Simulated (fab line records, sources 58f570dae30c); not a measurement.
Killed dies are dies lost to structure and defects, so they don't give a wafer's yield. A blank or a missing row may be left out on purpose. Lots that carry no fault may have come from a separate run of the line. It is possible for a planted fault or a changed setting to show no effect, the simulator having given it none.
Matching of chambers / flow berkeley_cmos170 / UCB170_ZERO_ETCH_06 on rie_diel-04: 4 sister chambers
The step etches SiO2 in CHF3/CF4/Ar, time 12 s. 8 wafers are shown with their chamber, then 8 later ones without.

## WAFERS, EACH WITH ITS CHAMBER
wafer=L498.4; chamber=2; throttle_valve_pct (%)=9.37; drypump_motor_current_A (A)=5.6
wafer=L507.6; chamber=0; throttle_valve_pct (%)=9.14; drypump_motor_current_A (A)=5.8
wafer=L508.2; chamber=1; throttle_valve_pct (%)=9.51; drypump_motor_current_A (A)=5.9
wafer=L508.5; chamber=0; throttle_valve_pct (%)=9.15; drypump_motor_current_A (A)=5.9
wafer=L512.2; chamber=1; throttle_valve_pct (%)=9.50; drypump_motor_current_A (A)=5.9
wafer=L512.3; chamber=3; throttle_valve_pct (%)=9.17; drypump_motor_current_A (A)=5.5
wafer=L512.5; chamber=3; throttle_valve_pct (%)=9.18; drypump_motor_current_A (A)=5.5
wafer=L513.4; chamber=2; throttle_valve_pct (%)=9.37; drypump_motor_current_A (A)=5.6

## WAFERS WHOSE CHAMBER IS MISSING
wafer=L513.5; throttle_valve_pct (%)=9.14; drypump_motor_current_A (A)=5.9
wafer=L513.6; throttle_valve_pct (%)=9.16; drypump_motor_current_A (A)=5.5
wafer=L515.2; throttle_valve_pct (%)=9.14; drypump_motor_current_A (A)=5.8
wafer=L515.5; throttle_valve_pct (%)=9.13; drypump_motor_current_A (A)=5.9
wafer=L515.6; throttle_valve_pct (%)=9.50; drypump_motor_current_A (A)=5.9
wafer=L517.1; throttle_valve_pct (%)=9.53; drypump_motor_current_A (A)=5.9
wafer=L517.3; throttle_valve_pct (%)=9.37; drypump_motor_current_A (A)=5.6
wafer=L517.5; throttle_valve_pct (%)=9.19; drypump_motor_current_A (A)=5.5

## THE CHAMBER EACH PASSED THROUGH
wafer=L513.5; from the rows above=0; in truth=0
wafer=L513.6; from the rows above=3; in truth=3
wafer=L515.2; from the rows above=0; in truth=0
wafer=L515.5; from the rows above=0; in truth=0
wafer=L515.6; from the rows above=1; in truth=1
wafer=L517.1; from the rows above=1; in truth=1
wafer=L517.3; from the rows above=2; in truth=2
wafer=L517.5; from the rows above=3; in truth=3
8 of 8 placed correctly. Number that these rows cannot place: 0. 0 placed wrongly.
How it was worked out, from the rows above alone: a wafer's distance from a chamber is the root of the sum, over the readings, of the square of ((its reading less the chamber's mean) divided by the reading's scatter). If the next closest chamber is less than 2 further off than the closest, the wafer can't be placed; otherwise it belongs to the closest. The mean given for a chamber averages the wafers shown for that chamber. The scatter: the root of (the sum of the squares of (reading less its chamber's mean) over the shown wafers, divided by (wafers less chambers)).
